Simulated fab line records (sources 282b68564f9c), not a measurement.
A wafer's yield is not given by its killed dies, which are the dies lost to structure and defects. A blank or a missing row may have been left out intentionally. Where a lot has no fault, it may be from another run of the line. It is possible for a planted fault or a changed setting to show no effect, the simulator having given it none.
fab line records | flow rit_cmos
[record] lots = 13 | wafers = 39 | last_day = 7
route steps=202 shown NWELL@31 M1@202
lots untouched by any fault: they come from a run of this same line in which no faults occurred
start_h: the number of hours between the record's first day and the start of the first shown wafer of the lot | wait_h: time in hours since the lot's previous step | " unchanged from the row above | L1.1+2: one row covering several wafers at once | - no value, or no start given | * or withheld: withheld | < > ~ a bound
route shown NAME@n: a module of which the file shows steps, and the number in the route of the first | usual: average and standard deviation across the fault-free wafers | same: alike in all rows | chamber/n: place in a boat | sites: readings site by site | _std_site: their standard deviation | _edge_site: inner sites' mean taken away from outer sites' mean | radius_mm: how far each site lies from the wafer's centre | mask NAME#n: copy n | behind: the most recent tool/chamber to have shaped the wafer | hold: why the lot was held/for how many hours/how that ended | device: whichever transistor did not switch (one of n, p or np) | end of line: tests run on the same wafers once the route is complete | a step with no rows: only its recipe | killed: at the first sort, the dies lost to defects and structure; wafer yield is something else | map: per-die view of a wafer (x killed, . not killed, _ where there is no die)
set.NAME: the setting the step ran with; set.NAME@STEP: the setting that earlier step ran with | model.NAME: the simulator's own value behind a step, which no gauge read
route steps across a sampled set of lots; one table per step, one row per wafer
services: a tool's chamber out of use, with start hour (start_h, from the record's first day; less than 0 if before it), hours out, and reason
[[steps]]
[step RIT_NWELL_EXPOSE_03]
[recipe] mask_id = M2 | na = 0.57 | target_cd_nm = 43900 | dose_mj = 250
lot.wafer  | tool             | chamber | start_h | wait_h | mask
L892.1+2+3 | iline_stepper-01 | 0       | 21.34   | 0.1    | M2#0
L893.2+3+4 | iline_stepper-02 | 0       | 25.09   | 0.2    | M2#0
L894.1+2+5 | iline_stepper-02 | 0       | 31.52   | 0.1    | M2#0
L895.1+2+6 | iline_stepper-02 | 0       | 36.31   | 0.1    | M2#0
L898.1+2+6 | iline_stepper-01 | 0       | 49.74   | 0.1    | M2_R1#0
L906.2+3+6 | iline_stepper-01 | 0       | 90.09   | 0.1    | M2#0
L907.1+4+6 | iline_stepper-01 | 0       | 95.58   | 0.1    | M2#0
L908.2+3+4 | iline_stepper-01 | 0       | 99.84   | 0.1    | M2#0
L909.2+3+6 | iline_stepper-02 | 0       | 105.14  | 0.2    | M2#0
L910.2+4+5 | iline_stepper-02 | 0       | 109.87  | 0.1    | M2#0
L911.1+2+6 | iline_stepper-02 | 0       | 115.14  | 0.1    | M2#0
L912.1+4+6 | iline_stepper-02 | 0       | 119.73  | 0.1    | M2#0
L913.2+3+4 | iline_stepper-01 | 0       | 124.86  | 0.2    | M2#0
[step RIT_M1_PROBE_99]
[usual] killed_at_contacts = 0.1/0.24 | killed_at_front_end = 7/3 | killed_dies = 7/3 | killed_open = 3.2/1.8 | killed_short = 3.5/2.1
[same] gross_dies = 264 | killed_at_M0_to_M3 = 0 | killed_at_M4_up = 0 | killed_at_back_side = 0 | killed_at_other = 0
lot.wafer | tool      | chamber | start_h | wait_h | killed_at_contacts | killed_at_front_end | killed_dies | killed_open | killed_short
L892.1    | prober-01 | -       | 58.78   | 0.1    | 0                  | 8                   | 8           | 4           | 4
L892.2    | prober-01 | -       | 58.83   | 0.1    | 0                  | 7                   | 7           | 5           | 2
L892.3    | prober-01 | -       | 58.88   | 0.2    | 1                  | 8                   | 9           | 2           | 7
L893.2    | prober-02 | -       | 61.44   | 0.1    | 0                  | 8                   | 8           | 2           | 6
L893.3    | prober-02 | -       | 61.49   | 0.2    | 0                  | 9                   | 9           | 5           | 4
L893.4    | prober-02 | -       | 61.54   | 0.2    | 0                  | 5                   | 5           | 2           | 3
L894.1    | prober-01 | -       | 68.54   | 0.1    | 0                  | 2                   | 2           | 1           | 1
L894.2    | prober-01 | -       | 68.59   | 0.1    | 0                  | 6                   | 6           | 1           | 5
L894.5    | prober-01 | -       | 68.74   | 0.2    | 0                  | 2                   | 2           | 2           | 0
L895.1    | prober-02 | -       | 72.96   | 0.1    | 1                  | 6                   | 7           | 4           | 3
L895.2    | prober-02 | -       | 73.01   | 0.1    | 0                  | 6                   | 6           | 2           | 4
L895.6    | prober-02 | -       | 73.21   | 0.2    | 0                  | 9                   | 9           | 5           | 4
L898.1    | prober-02 | -       | 86.00   | 0.1    | 0                  | 10                  | 10          | 4           | 6
L898.2    | prober-02 | -       | 86.05   | 0.1    | 0                  | 5                   | 5           | 5           | 0
L898.6    | prober-02 | -       | 86.25   | 0.2    | 0                  | 7                   | 7           | 2           | 5
L906.2    | prober-02 | -       | 128.62  | 0.1    | 0                  | 8                   | 8           | 4           | 4
L906.3    | prober-02 | -       | 128.67  | 0.2    | 0                  | 6                   | 6           | 3           | 3
L906.6    | prober-02 | -       | 128.82  | 0.2    | 0                  | 4                   | 4           | 1           | 3
L907.1    | prober-01 | -       | 132.62  | 0.1    | 0                  | 8                   | 8           | 5           | 3
L907.4    | prober-01 | -       | 132.77  | 0.2    | 0                  | 6                   | 6           | 3           | 3
L907.6    | prober-01 | -       | 132.87  | 0.2    | 0                  | 7                   | 7           | 0           | 7
L908.2    | prober-02 | -       | 139.36  | 0.1    | 0                  | 7                   | 7           | 3           | 4
L908.3    | prober-02 | -       | 139.41  | 0.2    | 0                  | 7                   | 7           | 3           | 4
L908.4    | prober-02 | -       | 139.46  | 0.2    | 1                  | 5                   | 6           | 1           | 5
L909.2    | prober-01 | -       | 142.28  | 0.1    | 0                  | 15                  | 15          | 8           | 7
L909.3    | prober-01 | -       | 142.33  | 0.2    | 0                  | 12                  | 12          | 5           | 7
L909.6    | prober-01 | -       | 142.48  | 0.2    | 0                  | 7                   | 7           | 3           | 4
L910.2    | prober-02 | -       | 147.91  | 0.1    | 0                  | 7                   | 7           | 1           | 6
L910.4    | prober-02 | -       | 148.01  | 0.2    | 0                  | 4                   | 4           | 4           | 0
L910.5    | prober-02 | -       | 148.06  | 0.2    | 0                  | 13                  | 13          | 6           | 7
L911.1    | prober-01 | -       | 152.91  | 0.1    | 0                  | 9                   | 9           | 5           | 4
L911.2    | prober-01 | -       | 152.96  | 0.1    | 0                  | 6                   | 6           | 1           | 5
L911.6    | prober-01 | -       | 153.16  | 0.2    | 0                  | 3                   | 3           | 1           | 2
L912.1    | prober-02 | -       | 159.47  | 0.1    | 0                  | 7                   | 7           | 4           | 3
L912.4    | prober-02 | -       | 159.62  | 0.2    | 0                  | 11                  | 11          | 4           | 7
L912.6    | prober-02 | -       | 159.72  | 0.2    | 0                  | 7                   | 7           | 2           | 5
L913.2    | prober-01 | -       | 163.77  | 0.1    | 0                  | 5                   | 5           | 4           | 1
L913.3    | prober-01 | -       | 163.82  | 0.2    | 0                  | 6                   | 6           | 2           | 4
L913.4    | prober-01 | -       | 163.87  | 0.2    | 1                  | 5                   | 6           | 3           | 3
// killed by level:class
L892.1 FOX1:geometric_particle:short=2 FOX1:geometric_particle:open=2 GATE:geometric_particle:open=2 ACTIVE:geometric_particle:short=1 SPACER:geometric_particle:short=1
L892.2 SPACER:geometric_particle:open=3 FOX1:geometric_particle:open=2 GATE:geometric_particle:short=1 SPACER:geometric_particle:short=1
L892.3 GATE:geometric_particle:short=3 FOX1:geometric_particle:short=2 SPACER:geometric_particle:short=2 SPACER:geometric_particle:open=1 CONTACT:geometric_particle:open=1
L893.2 GATE:geometric_particle:short=5 FOX2:geometric_particle:open=1 SPACER:geometric_particle:open=1 SILICIDE:geometric_particle:short=1
L893.3 GATE:geometric_particle:open=3 SPACER:geometric_particle:open=2 FOX1:geometric_particle:short=1 FOX2:geometric_particle:short=1 GATE:geometric_particle:short=1 REOX:geometric_particle:short=1
L893.4 GATE:geometric_particle:open=2 FOX1:geometric_particle:short=1 FOX2:geometric_particle:short=1 SPACER:geometric_particle:short=1
L894.1 GATE:geometric_particle:short=1 GATE:geometric_particle:open=1
L894.2 SPACER:geometric_particle:short=3 FOX2:geometric_particle:short=1 GATE:geometric_particle:short=1 REOX:geometric_particle:open=1
L894.5 FOX2:geometric_particle:open=1 REOX:geometric_particle:open=1
L895.1 FOX1:geometric_particle:open=3 FOX2:geometric_particle:short=1 GATE:geometric_particle:open=1 GATE:geometric_particle:short=1 CONTACT:geometric_particle:short=1
L895.2 FOX1:geometric_particle:open=1 FOX1:geometric_particle:short=1 FOX2:geometric_particle:short=1 GATE:geometric_particle:open=1 SPACER:geometric_particle:short=1 SILICIDE:geometric_particle:short=1
L895.6 FOX1:geometric_particle:open=2 GATE:geometric_particle:open=2 GATE:geometric_particle:short=2 FOX1:geometric_particle:short=1 SPACER:geometric_particle:open=1 SILICIDE:geometric_particle:short=1
L898.1 GATE:geometric_particle:open=2 GATE:geometric_particle:short=2 FOX1:geometric_particle:short=1 FOX2:geometric_particle:short=1 SPACER:geometric_particle:short=1 SPACER:geometric_particle:open=1 SILICIDE:geometric_particle:open=1 SILICIDE:geometric_particle:short=1
L898.2 GATE:geometric_particle:open=2 SILICIDE:geometric_particle:open=2 FOX2:geometric_particle:open=1
L898.6 REOX:geometric_particle:short=2 FOX1:geometric_particle:open=1 FOX1:geometric_particle:short=1 FOX2:geometric_particle:short=1 GATE:geometric_particle:open=1 SPACER:geometric_particle:short=1
L906.2 GATE:geometric_particle:short=2 SPACER:geometric_particle:short=2 GATE:geometric_particle:open=1 REOX:geometric_particle:open=1 SPACER:geometric_particle:open=1 SILICIDE:geometric_particle:open=1
L906.3 GATE:geometric_particle:short=3 SPACER:geometric_particle:open=2 GATE:geometric_particle:open=1
L906.6 REOX:geometric_particle:short=2 GATE:geometric_particle:short=1 REOX:geometric_particle:open=1
L907.1 GATE:geometric_particle:open=3 GATE:geometric_particle:short=2 REOX:geometric_particle:open=2 FOX2:geometric_particle:short=1
L907.4 REOX:geometric_particle:short=2 FOX2:geometric_particle:open=1 GATE:geometric_particle:open=1 GATE:geometric_particle:short=1 SPACER:geometric_particle:open=1
L907.6 FOX2:geometric_particle:short=3 GATE:geometric_particle:short=2 REOX:geometric_particle:short=2
L908.2 SILICIDE:geometric_particle:short=2 FOX1:geometric_particle:open=1 FOX1:geometric_particle:short=1 GATE:geometric_particle:open=1 REOX:geometric_particle:open=1 REOX:geometric_particle:short=1
L908.3 FOX1:geometric_particle:short=2 GATE:geometric_particle:open=2 GATE:geometric_particle:short=1 SILICIDE:geometric_particle:short=1 SILICIDE:geometric_particle:open=1
L908.4 SILICIDE:geometric_particle:short=2 ACTIVE:geometric_particle:short=1 GATE:geometric_particle:short=1 SILICIDE:geometric_particle:open=1 CONTACT:geometric_particle:short=1
L909.2 FOX1:geometric_particle:open=3 REOX:geometric_particle:short=3 FOX1:geometric_particle:short=2 REOX:geometric_particle:open=2 SPACER:geometric_particle:open=2 GATE:geometric_particle:short=1 SPACER:geometric_particle:short=1 SILICIDE:geometric_particle:open=1
L909.3 FOX1:geometric_particle:short=3 FOX1:geometric_particle:open=3 REOX:geometric_particle:short=2 GATE:geometric_particle:short=1 REOX:geometric_particle:open=1 SPACER:geometric_particle:short=1 SILICIDE:geometric_particle:open=1
L909.6 GATE:geometric_particle:open=2 REOX:geometric_particle:short=2 FOX1:geometric_particle:short=1 FOX1:geometric_particle:open=1 GATE:geometric_particle:short=1
L910.2 FOX2:geometric_particle:short=4 GATE:geometric_particle:short=2 FOX2:geometric_particle:open=1
L910.4 GATE:geometric_particle:open=2 FOX2:geometric_particle:open=1 SILICIDE:geometric_particle:open=1
L910.5 GATE:geometric_particle:open=3 GATE:geometric_particle:short=3 FOX1:geometric_particle:short=2 SILICIDE:geometric_particle:open=2 FOX2:geometric_particle:open=1 FOX2:geometric_particle:short=1 REOX:geometric_particle:short=1
L911.1 FOX2:geometric_particle:open=3 SPACER:geometric_particle:open=2 FOX1:geometric_particle:short=1 GATE:geometric_particle:short=1 REOX:geometric_particle:short=1 SPACER:geometric_particle:short=1
L911.2 GATE:geometric_particle:short=2 FOX1:geometric_particle:short=1 GATE:geometric_particle:open=1 REOX:geometric_particle:short=1 SILICIDE:geometric_particle:short=1
L911.6 FOX1:geometric_particle:open=1 FOX2:geometric_particle:short=1 REOX:geometric_particle:short=1
L912.1 GATE:geometric_particle:short=3 GATE:geometric_particle:open=2 SILICIDE:geometric_particle:open=2
L912.4 FOX1:geometric_particle:short=2 SILICIDE:geometric_particle:short=2 FOX1:geometric_particle:open=1 FOX2:geometric_particle:short=1 GATE:geometric_particle:short=1 GATE:geometric_particle:open=1 REOX:geometric_particle:open=1 REOX:geometric_particle:short=1
L912.6 FOX1:geometric_particle:open=1 FOX2:geometric_particle:short=1 GATE:geometric_particle:short=1 REOX:geometric_particle:short=1 SPACER:geometric_particle:short=1 SILICIDE:geometric_particle:short=1 SILICIDE:geometric_particle:open=1
L913.2 FOX2:geometric_particle:open=2 FOX1:geometric_particle:short=1 FOX1:geometric_particle:open=1 SPACER:geometric_particle:open=1
L913.3 FOX1:geometric_particle:short=1 GATE:geometric_particle:short=1 REOX:geometric_particle:open=1 SPACER:geometric_particle:open=1 SPACER:geometric_particle:short=1 SILICIDE:geometric_particle:short=1
L913.4 GATE:geometric_particle:open=2 FOX1:geometric_particle:open=1 GATE:geometric_particle:short=1 SPACER:geometric_particle:short=1 CONTACT:geometric_particle:short=1
[[services]]
tool             | chamber | start_h | hours | kind
iline_stepper-01 | -       | 73.18   | 1.7   | pm
iline_stepper-02 | -       | 98.88   | 1.7   | pm
[[key]]
[first_sign] step = RIT_NWELL_EXPOSE_03 | reading = mask | direction = changed
effect none on later readings
met_at RIT_NWELL_EXPOSE_03
struck_lots L898
tester_left_out L898
onset_between 21.34 49.74
[fault] kind = wrong_mask | tool = any | chamber = - | onset_h = 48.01 | steps = RIT_NWELL_EXPOSE_03 | aux_copy = M2_R1#0 | cd_offset_nm = 300 | scope = struck_lots_only
// tester_left_out: of these lots the tester's yield and bins aren't shown, on N5 and GAA mostly nor the transistor test; their killed dies are dies lost to structure and defects alone, not to doping, threshold or leakage, so they don't give the yield
